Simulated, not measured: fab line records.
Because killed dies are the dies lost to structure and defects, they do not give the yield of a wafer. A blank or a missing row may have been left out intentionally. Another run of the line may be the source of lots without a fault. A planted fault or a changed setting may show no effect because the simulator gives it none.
Matching of chambers :: flow rit cmos :: RIT_ACTIVE_ETCH_13 on rie diel-03 has 4 sister chambers
The step etches Si3N4 in SF6, stops on SiO2, time 210 s, target depth 210 nm. 8 wafers are shown with their chamber, then 8 later ones without.

## WAFERS WITH THEIR CHAMBER
wafer: L802.1
chamber: 0
drypump motor current A (A): 5.6
throttle valve pct (%): 7.61

wafer: L802.4
chamber: 1
drypump motor current A (A): 5.5
throttle valve pct (%): 7.61

wafer: L802.6
chamber: 2
drypump motor current A (A): 5.6
throttle valve pct (%): 7.46

wafer: L804.4
chamber: 2
drypump motor current A (A): 5.6
throttle valve pct (%): 7.48

wafer: L805.2
chamber: 3
drypump motor current A (A): 5.3
throttle valve pct (%): 7.50

wafer: L805.4
chamber: 1
drypump motor current A (A): 5.5
throttle valve pct (%): 7.60

wafer: L805.5
chamber: 0
drypump motor current A (A): 5.7
throttle valve pct (%): 7.60

wafer: L806.1
chamber: 3
drypump motor current A (A): 5.3
throttle valve pct (%): 7.49

## WAFERS WHOSE CHAMBER IS MISSING
wafer: L806.2
drypump motor current A (A): 5.6
throttle valve pct (%): 7.62

wafer: L806.4
drypump motor current A (A): 5.6
throttle valve pct (%): 7.48

wafer: L808.1
drypump motor current A (A): 5.5
throttle valve pct (%): 7.47

wafer: L808.2
drypump motor current A (A): 5.3
throttle valve pct (%): 7.50

wafer: L808.4
drypump motor current A (A): 5.3
throttle valve pct (%): 7.51

wafer: L809.1
drypump motor current A (A): 5.6
throttle valve pct (%): 7.49

wafer: L809.5
drypump motor current A (A): 5.3
throttle valve pct (%): 7.50

wafer: L809.6
drypump motor current A (A): 5.6
throttle valve pct (%): 7.48

## THE CHAMBER EACH PASSED THROUGH
wafer: L806.2
from the rows above: can't be placed: 0 or 1
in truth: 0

wafer: L806.4
from the rows above: 2
in truth: 2

wafer: L808.1
from the rows above: 2
in truth: 2

wafer: L808.2
from the rows above: 3
in truth: 3

wafer: L808.4
from the rows above: 3
in truth: 3

wafer: L809.1
from the rows above: 2
in truth: 2

wafer: L809.5
from the rows above: 3
in truth: 3

wafer: L809.6
from the rows above: 2
in truth: 2
7 of 8 placed correctly. These rows do not allow placing 1 (true chamber among the candidates in 1). Placed wrongly: 0.
How it was worked out, from the rows above alone: a wafer's distance from a chamber is the root of the sum, over the readings, of the square of ((its reading less the chamber's mean) divided by the reading's scatter). The wafer belongs to the nearest chamber; if the next one is less than 2 further off, it can't be placed. Each chamber's mean is taken over the wafers shown for it. How the scatter is found: for the shown wafers, subtract from each reading the mean of its chamber, square and add these, divide the total by (wafers less chambers), then take the root.
